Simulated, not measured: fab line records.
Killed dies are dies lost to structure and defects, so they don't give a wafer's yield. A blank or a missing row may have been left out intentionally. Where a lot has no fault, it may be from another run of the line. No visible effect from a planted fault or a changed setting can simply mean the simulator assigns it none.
2 desks looking at one fault    flow berkeley-cmos170    each desk has only its own numbers; what lay behind them comes last

== AT THE METROLOGY DESK ==
What the gauges read, lot by lot, whatever tool the lot ran on: means of the sampled wafers that have a number. Any lot whose mean is over 4 standard deviations away from the usual mean is out of limits and marked OUT; that distance is given in the brackets.
Columns: A = FIELD_OXIDE_LEFT_2_THK at UCB170_FIELD_THK_MEAS_91, usual 350 nm
lot   first seen here  A
L445  day 6 13:51      341
L448  day 7 11:21      343
L446  day 7 11:25      363
L449  day 7 20:55      348
L451  day 8 06:28      356
L453  day 8 15:56      344
L455  day 8 20:29      352
L454  day 8 21:22      352
L459  day 9 23:19      343
L461  day 10 09:04     345
L463  day 10 17:41     349
L465  day 11 05:10     358
L466  day 11 05:11     356
L467  day 11 16:01     344
L468  day 11 16:31     347
This desk's finding: nothing out of limits on any of the 15 lots.

== AT THE TOOL OWNER'S DESK: implanter-04 ==
For each lot that ran on this tool, the mean over its sampled wafers that have a number, from the tool's own readings at UCB170_NVT_IMPLANT_07. Any lot whose mean is over 4 standard deviations away from the usual mean is out of limits and marked OUT; that distance is given in the brackets.
Columns: A = dose-ions-cm2 at UCB170_NVT_IMPLANT_07, usual 3e+12; B = faraday-current-uA at UCB170_NVT_IMPLANT_07, usual 9.50
lot   first seen here  A                B
L453  day 8 12:43      3e+12            9.46
L454  day 8 18:45      3e+12            9.61
L459  day 9 19:16      3e+12            9.46
L461  day 10 04:46     3e+12 (-41) OUT  9.03
L463  day 10 15:00     3e+12 (-39) OUT  8.86
L465  day 11 00:15     3e+12 (-40) OUT  8.93
This desk's verdict: out of limits on L461, L463, L465, starting with L461 at day 10 04:46 (dose-ions-cm2 at UCB170_NVT_IMPLANT_07). Within limits: L453, L454, L459.

== BROUGHT TOGETHER ==
The tool owner's desk could have raised an alarm at day 10 04:46, on L461, L463, L465.
Metrology desk: nothing out of limits seen.
The metrology desk holds a record of L461, L463, L465, inside its limits.
UCB170_NVT_IMPLANT_07 was run on implanter-04 by each of the lots named.

== WHAT HAD BEEN PUT IN BY THE SIMULATOR ==
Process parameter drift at UCB170_NVT_IMPLANT_07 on implanter-04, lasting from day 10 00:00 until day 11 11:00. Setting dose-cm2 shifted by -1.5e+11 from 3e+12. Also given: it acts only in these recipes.
Shown lots that were struck: L461, L463, L465.
How many hours passed from the start of the fault until each desk's first out-of-limits reading: the tool owner's desk, 5.
